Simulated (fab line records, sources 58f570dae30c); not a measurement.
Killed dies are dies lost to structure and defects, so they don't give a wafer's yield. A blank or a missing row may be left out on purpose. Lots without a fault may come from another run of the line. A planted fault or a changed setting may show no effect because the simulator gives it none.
Which tool did it? | flow berkeley_cmos170 | 13 lots, 39 wafers sampled, at 2 steps of a route of 331

WHAT THE GAUGES READ, wafer by wafer
UCB170_V2_THK_MEAS_01.
lot  | measured     | on            | V2_TEOS_THK (nm)
L354 | day 7 21:32  | film_metro-01 | 1963 2000 2032
L353 | day 7 21:44  | film_metro-03 | 1981 2026 2027
L352 | day 7 21:50  | film_metro-01 | 1983 1974 1976
L357 | day 9 07:47  | film_metro-01 | 1944 1705 1756
L364 | day 9 19:53  | film_metro-02 | 2014 2034 2007
L367 | day 10 15:07 | film_metro-01 | 1970 2001 2043
L365 | day 10 15:57 | film_metro-03 | 1966 1953 2020
L368 | day 11 01:50 | film_metro-01 | 1963 1978 2018
L373 | day 11 13:56 | film_metro-01 | 1994 1972 2013
L370 | day 11 16:07 | film_metro-02 | 1992 2038 2002
L372 | day 11 16:27 | film_metro-01 | 1992 2010 2024
L374 | day 12 04:53 | film_metro-01 | 1958 1983 2016
L375 | day 12 19:01 | film_metro-02 | 2009 2001 2025

WHICH TOOL RAN EACH LOT (tool, then ch and the chambers of the sampled wafers, then the start)
lot  | UCB170_V2_CVD_00
L354 | pecvd-01 ch 1,2, day 7 21:23
L353 | pecvd-04 ch 0,2, day 7 21:34
L352 | pecvd-03 ch 0,1,2, day 7 21:40
L357 | pecvd-03 ch 0,2, day 9 07:37
L364 | pecvd-01 ch 0,1,2, day 9 19:47
L367 | pecvd-04 ch 0,2, day 10 14:52
L365 | pecvd-01 ch 0,1,2, day 10 15:47
L368 | pecvd-01 ch 1,2, day 11 01:41
L373 | pecvd-04 ch 0,2, day 11 13:46
L370 | pecvd-04 ch 1,2, day 11 15:58
L372 | pecvd-04 ch 1,2, day 11 16:17
L374 | pecvd-04 ch 0,1,2, day 12 04:44
L375 | pecvd-01 ch 0,2, day 12 18:52
- UCB170_V2_CVD_00: deposits SiO2 from TEOS/O2, target thk 2000 nm, time 250 s.

WHAT THE TOOLS THEMSELVES READ (means of the sampled wafers that have a number; where no wafer has one, the mark that the record gives instead)
UCB170_V2_CVD_00.
lot  | tool     | heater_power_w (W) | pressure_mtorr (mTorr) | rf_fwd_power_W (W)
L354 | pecvd-01 | 256                | 9000                   | 548.1
L353 | pecvd-04 | 294                | 8995                   | 550.3
L352 | pecvd-03 | 259                | 9012                   | 549.4
L357 | pecvd-03 | 344                | 8990                   | 401.2
L364 | pecvd-01 | 220                | 9010                   | 549.5
L367 | pecvd-04 | 273                | 9001                   | 549.1
L365 | pecvd-01 | 276                | 9010                   | 550.1
L368 | pecvd-01 | 251                | 8989                   | 547.2
L373 | pecvd-04 | 277                | 9004                   | 551.2
L370 | pecvd-04 | 277                | 8995                   | 549.3
L372 | pecvd-04 | 291                | 9000                   | 547.2
L374 | pecvd-04 | 280                | 9002                   | 549.3
L375 | pecvd-01 | 272                | 8995                   | 548.7

THE ANSWER, worked out from the rows above alone
Rule: what is usual is taken from the lots themselves. Put in order of their means at a reading, lots are off if they are a third of the lots or fewer, leave a main group of 4 or more, and stand apart from it by a gap of 3 or more times the standard deviation of the main group's means; of several such gaps the widest counts. A main group whose means are all the same, to the digits that the tables above print for the reading, isn't used. A lot without any number at a reading at which 4 lots or more have one is off too. The other lots that the step has rows for count as sound. The gauges are gone through in route order, then the tools' own readings, and for those a lot's mean is taken as printed above. The first step at which some lot is off is used, and at that step the reading that is off furthest; a lot without a number counts as furthest.
Off: L357, at UCB170_V2_THK_MEAS_01 (V2_TEOS_THK). The main group: mean 1999 nm, standard deviation 13.
A tool fits if, at a process step before that reading, it ran every lot that is off, and no sound lot after the first of them. The gauges at UCB170_V2_THK_MEAS_01 aren't tried: what is off there is off at UCB170_V2_CVD_00 too, on other tools, and a gauge's error can't cause that. One fits: pecvd-03 at UCB170_V2_CVD_00. Its last sound lot is L352 (day 7 21:40), its first lot that is off L357 (day 9 07:37): a fault that began between those two fits.
The tool's own readings at UCB170_V2_CVD_00 bear it out: on the lots that are off they differ by more than 5 times the standard deviation of the sound lots' means. rf_fwd_power_W reads 401.2 W there against 549.1 W on the sound lots.

WHAT THE SIMULATOR HAD PUT IN
Process parameter drift: pecvd-03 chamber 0, from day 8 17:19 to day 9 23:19, at UCB170_V2_CVD_00. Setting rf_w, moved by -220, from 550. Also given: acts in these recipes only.
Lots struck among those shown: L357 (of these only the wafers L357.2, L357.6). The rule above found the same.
